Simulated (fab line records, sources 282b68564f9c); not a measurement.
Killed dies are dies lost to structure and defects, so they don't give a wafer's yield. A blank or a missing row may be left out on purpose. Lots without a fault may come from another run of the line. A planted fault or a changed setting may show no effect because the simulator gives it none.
A struck lot beside a sound one | flow rit_cmos | 44 steps out of a route of 202
Sound: wafers L171.1, L171.3, L171.5. Struck: wafers L182.1, L182.3, L182.5. The cause comes at the end.
At each step with rows: each side's tool, then ch and its chambers, then its first start. Under that, the readings that differ: sound wafers | struck wafers | difference of the means | sigmas: that difference in standard deviations of wafers without a fault.
alike: readings whose means differ by less than 2 such deviations, and words and numbers that are the same on both sides. not compared: withheld readings, readings that some wafer has no value for, bounds like >300 that may hide the same value, and numbers for which the record gives no deviation and whose values overlap.
The two part at a step that has a row with sigmas, a row that says differs or no value, or rows on one side only. Numbers that don't overlap but have no deviation are shown without sigmas and don't part them. A reading that every wafer of one side lacks parts them only if that side has two wafers or more.

first, 3 steps without rows for these wafers: RIT_REOX_CLEAN_01 (cleans in dHF, time 30 s); RIT_REOX_CLEAN_02 (cleans in SC2, time 600 s); RIT_REOX_OXIDATION_03 (target thk 25.2 nm, ox time 5580 s).
RIT_REOX_THK_MEAS_04:
  sound on film_metro-01, day 3 14:20; struck on film_metro-01, day 5 08:36
  alike: REOX_OXIDE_THK
then, 6 steps without rows for these wafers: RIT_NLDD_HMDS_00 (prime time 60 s); RIT_NLDD_COAT_01 (resist thk 1000 nm); RIT_NLDD_SOFTBAKE_02 (time 60 s); RIT_NLDD_EXPOSE_03 (exposes mask M7, target cd 40700 nm); RIT_NLDD_PEB_04; RIT_NLDD_DEVELOP_05 (develop time 50 s).
RIT_NLDD_OVL_MEAS_06:
  sound on overlay-01, day 3 15:42; struck on overlay-01, day 5 09:31
  alike: NLDD_OVL
then, 1 step without rows for these wafers: RIT_NLDD_HARDBAKE_07 (time 60 s).
RIT_NLDD_IMPLANT_08:
  sound on implanter-04 ch 0, day 3 16:00; struck on implanter-04 ch 0, day 5 09:42
  reading            | sound                         | struck                       | difference | sigmas
  dose_ions_cm2      | 5.001e+14 5.002e+14 4.999e+14 | 8.07e+14 8.082e+14 8.076e+14 | +3.08e+14  | +99 or more
  faraday_current_uA | 1571 1612 1577                | 2559 2533 2465               | +932       | +31
RIT_NLDD_STRIP_09: strips in O2, time 180 s.
  sound on plasma_asher-02 ch 0,1, day 3 16:09; struck on plasma_asher-02 ch 1, day 5 09:51
  alike: drypump_motor_current_A
  not compared: rf_hours_counter_h
RIT_NLDD_TW_MEAS_10:
  sound on film_metro-01, day 3 16:20; struck on film_metro-04, day 5 10:01
  reading | sound          | struck         | difference | sigmas
  NLDD_TW | 2455 2448 2457 | 2793 2810 2788 | +344       | +11
then, 6 steps without rows for these wafers: RIT_PLDD_HMDS_00 (prime time 60 s); RIT_PLDD_COAT_01 (resist thk 1000 nm); RIT_PLDD_SOFTBAKE_02 (time 60 s); RIT_PLDD_EXPOSE_03 (exposes mask M8, target cd 40900 nm); RIT_PLDD_PEB_04; RIT_PLDD_DEVELOP_05 (develop time 50 s).
RIT_PLDD_OVL_MEAS_06:
  sound on overlay-02, day 3 17:30; struck on overlay-01, day 5 10:56
  reading       | sound        | struck         | difference | sigmas
  PLDD_OVL (nm) | 0.0 -0.2 0.1 | -2.4 -3.7 -4.0 | -3.3       | -2
then, 2 steps without rows for these wafers: RIT_PLDD_HARDBAKE_07 (time 60 s); RIT_PLDD_IMPLANT_08.
RIT_PLDD_STRIP_09: strips in O2, time 180 s.
  sound on plasma_asher-03 ch 0,1, day 3 17:50; struck on plasma_asher-03 ch 0,1, day 5 11:29
  alike: drypump_motor_current_A
  not compared: rf_hours_counter_h
RIT_PLDD_TW_MEAS_10:
  sound on film_metro-03, day 3 18:01; struck on film_metro-04, day 5 11:40
  alike: PLDD_TW
then, 4 steps without rows for these wafers: RIT_SPACER_CLEAN_00 (cleans in SC1, time 600 s); RIT_SPACER_CLEAN_01 (cleans in dHF, time 30 s); RIT_SPACER_CLEAN_02 (cleans in SC2, time 600 s); RIT_SPACER_CVD_03 (deposits Si3N4 from SiH2Cl2/NH3, target thk 250 nm, time 3300 s).
RIT_SPACER_THK_MEAS_04:
  sound on film_metro-03, day 3 20:23; struck on film_metro-02, day 5 14:00
  alike: SPACER_NITRIDE_THK
RIT_SPACER_ETCHBACK_05: etches Si3N4 in SF6/CHF3, stops on SiO2, target depth 250 nm, time 240 s.
  sound on rie_diel-04 ch 0,2,3, day 3 20:27; struck on rie_diel-03 ch 0,2,3, day 5 14:04
  alike: drypump_motor_current_A, oes_product_au, throttle_valve_pct
  not compared: rf_hours_counter_h
then, 6 steps without rows for these wafers: RIT_NSD_HMDS_00 (prime time 60 s); RIT_NSD_COAT_01 (resist thk 1000 nm); RIT_NSD_SOFTBAKE_02 (time 60 s); RIT_NSD_EXPOSE_03 (exposes mask M9, target cd 40700 nm); RIT_NSD_PEB_04; RIT_NSD_DEVELOP_05 (develop time 50 s).
RIT_NSD_OVL_MEAS_06:
  sound on overlay-02, day 3 21:44; struck on overlay-01, day 5 15:11
  reading      | sound       | struck         | difference | sigmas
  NSD_OVL (nm) | 1.3 0.0 0.9 | -1.6 -1.1 -3.5 | -2.8       | -2
then, 2 steps without rows for these wafers: RIT_NSD_HARDBAKE_07 (time 60 s); RIT_NSD_IMPLANT_08.
RIT_NSD_STRIP_09: strips in O2, time 180 s.
  sound on plasma_asher-01 ch 0, day 3 22:04; struck on plasma_asher-04 ch 1, day 5 15:31
  reading                     | sound       | struck      | difference | sigmas
  drypump_motor_current_A (A) | 5.6 5.6 5.6 | 6.6 6.6 6.6 | +1.0       | +3
  not compared: rf_hours_counter_h
RIT_SDANNEAL_RS_MEAS_07: measures by four-point-probe.
  sound on film_metro-01, day 4 00:47; struck on film_metro-01, day 5 18:11
  reading          | sound             | struck            | difference | sigmas
  NLDD_RS (ohm/sq) | 152.3 152.3 151.5 | 102.7 102.5 102.7 | -49.4      | -90
RIT_M1_PROBE_99:
  sound on prober-01, day 4 08:44; struck on prober-01, day 6 01:22
  reading                             | sound             | struck            | difference | sigmas
  model.etest.nmos_0p3.r_on_ohm_um    | 2118 2092 2090    | 1918 1883 1895    | -201       |
  model.etest.nmos_0p15.r_on_ohm_um   | 1102 1076 1097    | 891.7 862.2 859.8 | -220.4     |
  model.etest.nldd.rs_ohm_sq          | 372 364.9 363.8   | 235.1 235.2 230.9 | -133.2     |
  model.etest.nmos_turned.drive_ua_um | 339.3 351 348.4   | 452 452.6 455.8   | +107       |
  model.etest.nmos_0p15.drive_ua_um   | 486.5 497.1 502.6 | 565.4 573.1 571.1 | +74.5      |
  model.etest.nldd.line_ohm_um        | 113.8 116.3 113.7 | 75.13 73.83 71.81 | -41.01     |
  model.etest.nmos_narrow.drive_ua_um | 232.4 234.8 238.2 | 245.9 245.6 248.6 | +11.6      |
  model.etest.nmos_0p3.drive_ua_um    | 231.1 234.8 237.4 | 249.1 246.6 245.5 | +12.6      |
  alike: killed_at_contacts, killed_at_front_end, killed_dies, killed_open, killed_short

WHERE THEY PART
First at RIT_NLDD_IMPLANT_08; last, within this record, at RIT_SDANNEAL_RS_MEAS_07. Later steps at which nothing parts them and some readings are alike: RIT_M1_PROBE_99.

WHY: what the simulator had put in
Process parameter drift: implanter-04, from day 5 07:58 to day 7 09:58, at RIT_NLDD_IMPLANT_08. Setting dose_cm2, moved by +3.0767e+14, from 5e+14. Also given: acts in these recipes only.
